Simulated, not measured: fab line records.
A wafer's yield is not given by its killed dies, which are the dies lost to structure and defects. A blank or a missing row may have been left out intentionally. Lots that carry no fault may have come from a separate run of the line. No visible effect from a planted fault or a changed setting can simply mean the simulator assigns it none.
Chamber matching :: flow berkeley cmos170 :: wet bench-03 running UCB170_CONTACT_CLEAN_00: 3 sister chambers
The step cleans in SPM, time 600 s. 3 wafers are shown with their chamber, then 4 later ones without.

== EACH WAFER AND ITS CHAMBER ==
wafer: L119.6
chamber: 2
bath heat duty pct (%): 13.4

wafer: L126.6
chamber: 0
bath heat duty pct (%): 16.0

wafer: L125.4
chamber: 3
bath heat duty pct (%): 13.6

== WAFERS WHOSE CHAMBER IS MISSING ==
wafer: L125.5
bath heat duty pct (%): 13.1

wafer: L139.1
bath heat duty pct (%): 14.6

wafer: L139.5
bath heat duty pct (%): 12.5

wafer: L139.6
bath heat duty pct (%): 12.9

== WHICH CHAMBER EACH ONE RAN IN ==
wafer: L125.5
from the rows above: can't be placed: 2 or 3
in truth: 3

wafer: L139.1
from the rows above: can't be placed: 3 or 2 or 0
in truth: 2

wafer: L139.5
from the rows above: can't be placed: 2 or 3
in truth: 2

wafer: L139.6
from the rows above: can't be placed: 2 or 3
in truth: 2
0 of 4 placed correctly. Not placeable from these rows: 4 (in 4, the candidates include the true chamber). Placed wrongly: 0.
How it was worked out, from the rows above alone: a wafer's distance from a chamber is the root of the sum, over the readings, of the square of ((its reading less the chamber's mean) divided by the reading's scatter). If the next closest chamber is less than 2 further off than the closest, the wafer can't be placed; otherwise it belongs to the closest. Each chamber's mean is taken over the wafers shown for it. The scatter: root of mean squared gap, hidden wafer to nearest shown wafer, with one shown wafer a chamber.
